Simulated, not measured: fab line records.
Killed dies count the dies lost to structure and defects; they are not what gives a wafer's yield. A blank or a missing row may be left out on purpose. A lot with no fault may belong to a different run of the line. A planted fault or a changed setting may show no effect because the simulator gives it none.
Lot-split experiment | flow rit-cmos | route with 202 steps; 5 lots, 23 wafers read

## ON THE SPLIT
At RIT_NRETRO_COAT_01 (resist thk 1300 nm), the setting spin-rpm was moved away from the recipe's 2000 rpm on 6 of the 23 wafers read, by -4.5% to +5.4%. All remaining wafers had this setting at the recipe value.

## FROM THE SPLIT TO THE READING: what the file shows between them, 4 steps
- RIT_NRETRO_SOFTBAKE_02: time 60 s (also split here: temp-c)
- RIT_NRETRO_EXPOSE_03: exposes mask M4, target cd 43900 nm
- RIT_NRETRO_PEB_04
- RIT_NRETRO_DEVELOP_05: develop time 68 s

## THE READING
NOVOLAK_of_NRETRO_COAT_01.thk-nm (the simulator's own value, which no gauge read), in nm, at RIT_NRETRO_HARDBAKE_07 (time 120 s). No usual value for it is given in the file. Across the 17 wafers here that went through the recipe, the average is 1135 nm and the standard deviation 2.3 nm.

wafer  | tool, chamber at the split | spin-rpm as run, rpm | against the recipe | NOVOLAK_of_NRETRO_COAT_01.thk-nm, nm | against lot-mates on the recipe
L075.1 | litho-track-01, 0          | 1910                 | -4.5%              | 1159                                 | +28
L075.2 | litho-track-01, 0          | 2000                 | recipe             | 1130                                 | -
L075.5 | litho-track-01, 0          | 2000                 | recipe             | 1130                                 | -
L075.3 | litho-track-01, 0          | 2000                 | recipe             | 1133                                 | -
L075.4 | litho-track-01, 0          | 1910                 | -4.5%              | 1161                                 | +30
L077.1 | litho-track-01, 0          | 2000                 | recipe             | 1136                                 | -
L077.5 | litho-track-01, 0          | 2000                 | recipe             | 1136                                 | -
L077.3 | litho-track-01, 0          | 2000                 | recipe             | 1135                                 | -
L077.4 | litho-track-01, 0          | 2000                 | recipe             | 1135                                 | -
L077.6 | litho-track-01, 0          | 2000                 | recipe             | 1138                                 | -
L078.1 | litho-track-04, 0          | 2000                 | recipe             | 1138                                 | -
L078.3 | litho-track-04, 0          | 2000                 | recipe             | 1138                                 | -
L078.2 | litho-track-04, 0          | 2000                 | recipe             | 1135                                 | -
L078.5 | litho-track-04, 0          | 2075                 | +3.8%              | 1114                                 | -23
L078.6 | litho-track-04, 0          | 2075                 | +3.8%              | 1119                                 | -18
L080.1 | litho-track-01, 0          | 2000                 | recipe             | 1134                                 | -
L080.2 | litho-track-01, 0          | 2000                 | recipe             | 1135                                 | -
L080.6 | litho-track-01, 0          | 2000                 | recipe             | 1137                                 | -
L084.1 | litho-track-04, 0          | 2000                 | recipe             | 1136                                 | -
L084.3 | litho-track-04, 0          | 2000                 | recipe             | 1133                                 | -
L084.4 | litho-track-04, 0          | 2000                 | recipe             | 1135                                 | -
L084.5 | litho-track-04, 0          | 2107                 | +5.4%              | 1108                                 | -27
L084.6 | litho-track-04, 0          | 2107                 | +5.4%              | 1108                                 | -27

THE FIT
A straight line over all 23 wafers: NOVOLAK_of_NRETRO_COAT_01.thk-nm changes by -5.2 nm for each +1% of spin-rpm; r = -0.98; the points scatter about the line by 2.3 nm.
The same after taking each lot's own level away (the mean of its wafers on the recipe; 23 wafers): -5.61 nm for each +1%; r = -0.99; scatter 2 nm.
According to that fit, moving spin-rpm by its largest amount changes the reading by 30 nm.
The span of the lots' own levels, 1131.0 to 1137.0 nm, comes to 2.6 times the standard deviation stated above.
The two slopes agree, so the slope changes little with the lot-to-lot level.
Check: -30.2 nm against its lot-mates is what the line predicts for one of the wafers moved furthest among these (+5.4%) when that wafer is left out of the fit. Against them it came out at -26.7 nm.

## ADDITIONAL SPLITS CARRIED BY THESE WAFERS
Note: prior to the reading, these wafers also went through further splits. Each is held against what the fit with the lots' levels taken away leaves over:
other split on the same wafers | wafers away from the commonest value | r with NOVOLAK_of_NRETRO_COAT_01.thk-nm (lot level and that fit taken away)
RIT_NRETRO_SOFTBAKE_02 temp-c  | 9                                    | -0.02

## THE WHOLE CHAIN: every reading that the file lists as answering this split, in the file's order
step                   | what it does       | reading                                                                           | change (the file's fit)                                                                | r (the file's)
RIT_NRETRO_COAT_01     | resist thk 1300 nm | NOVOLAK_of_NRETRO_COAT_01.thk-nm (the simulator's own value, which no gauge read) | -6.51 nm for each +1% of the setting                                                   | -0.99
RIT_NRETRO_SOFTBAKE_02 | time 60 s          | NOVOLAK_of_NRETRO_COAT_01.thk-nm (the simulator's own value, which no gauge read) | -6.33 nm for each +1% of the setting                                                   | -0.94
RIT_NRETRO_HARDBAKE_07 | time 120 s         | NOVOLAK_of_NRETRO_COAT_01.thk-nm (the simulator's own value, which no gauge read) | -5.62 nm for each +1% of the setting                                                   | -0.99
RIT_NRETRO_DEVELOP_05  | develop time 68 s  | NOVOLAK_of_NRETRO_COAT_01.thk-nm (the simulator's own value, which no gauge read) | -6.51 nm for each +1% of the setting, in a fit together with temp-c@NRETRO_SOFTBAKE_02 | 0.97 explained

## FILE'S OWN FIT
NOVOLAK_of_NRETRO_COAT_01.thk-nm changes by -5.62 nm for each +1% of spin-rpm, r = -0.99.
